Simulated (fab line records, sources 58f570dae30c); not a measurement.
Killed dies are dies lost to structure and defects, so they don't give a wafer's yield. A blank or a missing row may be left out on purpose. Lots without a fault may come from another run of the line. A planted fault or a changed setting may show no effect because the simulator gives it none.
Which tool did it? | flow berkeley_cmos170 | 7 lots, 21 wafers sampled, at 2 steps of a route of 331

WHAT THE GAUGES READ, wafer by wafer
UCB170_NSD_CD_MEAS_06: target cd 1200 nm.
lot  | measured     | on        | cd_nm (nm)
L856 | day 8 04:26  | cd_sem-01 | 1198.5 1198.7 1199.3
L854 | day 8 04:43  | cd_sem-02 | 1199.1 1199.5 1198.9
L851 | day 8 05:01  | cd_sem-01 | 1199.8 1201.6 1199.1
L861 | day 10 00:08 | cd_sem-01 | 1156.8 1158.3 1156.3
L868 | day 11 16:39 | cd_sem-02 | 1200.6 1200.7 1199.3
L871 | day 12 01:56 | cd_sem-02 | 1199.4 1203.8 1200.7
L873 | day 12 14:49 | cd_sem-02 | 1202.1 1201.7 1200.4

WHICH TOOL RAN EACH LOT (tool, then ch and the chambers of the sampled wafers, then the start)
lot  | UCB170_NSD_PEB_04
L856 | litho_track-04 ch 0, day 8 04:00
L854 | litho_track-04 ch 0, day 8 04:25
L851 | litho_track-01 ch 0, day 8 04:44
L861 | litho_track-04 ch 0, day 9 23:52
L868 | litho_track-02 ch 0, day 11 16:22
L871 | litho_track-01 ch 0, day 12 01:32
L873 | litho_track-01 ch 0, day 12 14:34
- UCB170_NSD_PEB_04

THE ANSWER, worked out from the rows above alone
Rule: what is usual is taken from the lots themselves. Put in order of their means at a reading, lots are off if they are a third of the lots or fewer, leave a main group of 4 or more, and stand apart from it by a gap of 3 or more times the standard deviation of the main group's means; of several such gaps the widest counts. A main group whose means are all the same, to the digits that the tables above print for the reading, isn't used. A lot without any number at a reading at which 4 lots or more have one is off too. The other lots that the step has rows for count as sound.
Off: L861, at UCB170_NSD_CD_MEAS_06 (cd_nm). The main group: mean 1200.2 nm, standard deviation 0.96.
A tool fits if, at a process step before that reading, it ran every lot that is off, and no sound lot after the first of them. The gauges at UCB170_NSD_CD_MEAS_06 are tried like those tools. Can't be told from this: 2 tools fit, litho_track-04 at UCB170_NSD_PEB_04, cd_sem-01 at UCB170_NSD_CD_MEAS_06.

WHAT THE SIMULATOR HAD PUT IN
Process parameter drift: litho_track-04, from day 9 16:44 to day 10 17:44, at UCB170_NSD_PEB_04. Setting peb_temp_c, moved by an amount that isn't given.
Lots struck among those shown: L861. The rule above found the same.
